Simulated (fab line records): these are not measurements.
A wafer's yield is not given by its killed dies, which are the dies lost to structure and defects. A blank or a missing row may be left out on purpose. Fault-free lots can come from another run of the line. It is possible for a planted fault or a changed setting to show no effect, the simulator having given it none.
2 desks looking at one fault | flow berkeley-cmos170 | what lay behind the numbers comes last; until then each desk has only its own

## THE TOOL OWNER'S DESK: rie-diel-03
The tool's own readings at UCB170_ACTIVE_ETCH_15 (etches Si3N4 in CH3F/Ar/O2, stops on SiO2, target depth 242 nm, time 151 s): means of the sampled wafers that have a number, for each lot that ran on this tool. The brackets show how far a lot's mean lies from the usual mean; more than 4 standard deviations puts the lot out of limits, marked OUT.
Columns: A = drypump-motor-current-A at UCB170_ACTIVE_ETCH_15, usual 5.8 A; B = oes-product-au at UCB170_ACTIVE_ETCH_15, usual 0.952 a.u.; C = throttle-valve-pct at UCB170_ACTIVE_ETCH_15, usual 8.15 %
lot  | first seen here | A   | B     | C
L226 | day 5 20:58     | 5.7 | 0.956 | 8.27
L233 | day 7 09:08     | 6.2 | 0.935 | 8.17
This desk found nothing out of limits on any of the 2 lots.

## THE METROLOGY DESK
What the gauges read, lot by lot, whatever tool the lot ran on: means of the sampled wafers that have a number. The brackets show how far a lot's mean lies from the usual mean; more than 4 standard deviations puts the lot out of limits, marked OUT.
Columns: A = cd-nm at UCB170_ACTIVE_CD_MEAS_13, usual 1200.1 nm; B = cd-nm at UCB170_ACTIVE_CD_MEAS_90, usual 1200.1 nm
lot  | first seen here | A      | B
L221 | day 4 19:37     | 1200.1 | 1199.9
L222 | day 4 19:45     | 1199.0 | 1199.1
L223 | day 5 19:46     | 1198.8 | 1198.6
L226 | day 5 20:51     | 1200.5 | 1200.6
L233 | day 7 08:58     | 1198.5 | 1198.1
L234 | day 7 09:17     | 1201.4 | 1201.7
L236 | day 7 19:56     | 1201.8 | 1201.8
L238 | day 8 05:04     | 1200.1 | 1200.0
L242 | day 8 17:25     | 1200.7 | 1200.5
L240 | day 9 03:38     | 1202.3 | 1202.3
This desk found nothing out of limits on any of the 10 lots.

## BROUGHT TOGETHER
The tool owner's desk saw nothing out of limits.
Metrology desk: nothing out of limits seen.

## WHAT THE SIMULATOR HAD INSERTED
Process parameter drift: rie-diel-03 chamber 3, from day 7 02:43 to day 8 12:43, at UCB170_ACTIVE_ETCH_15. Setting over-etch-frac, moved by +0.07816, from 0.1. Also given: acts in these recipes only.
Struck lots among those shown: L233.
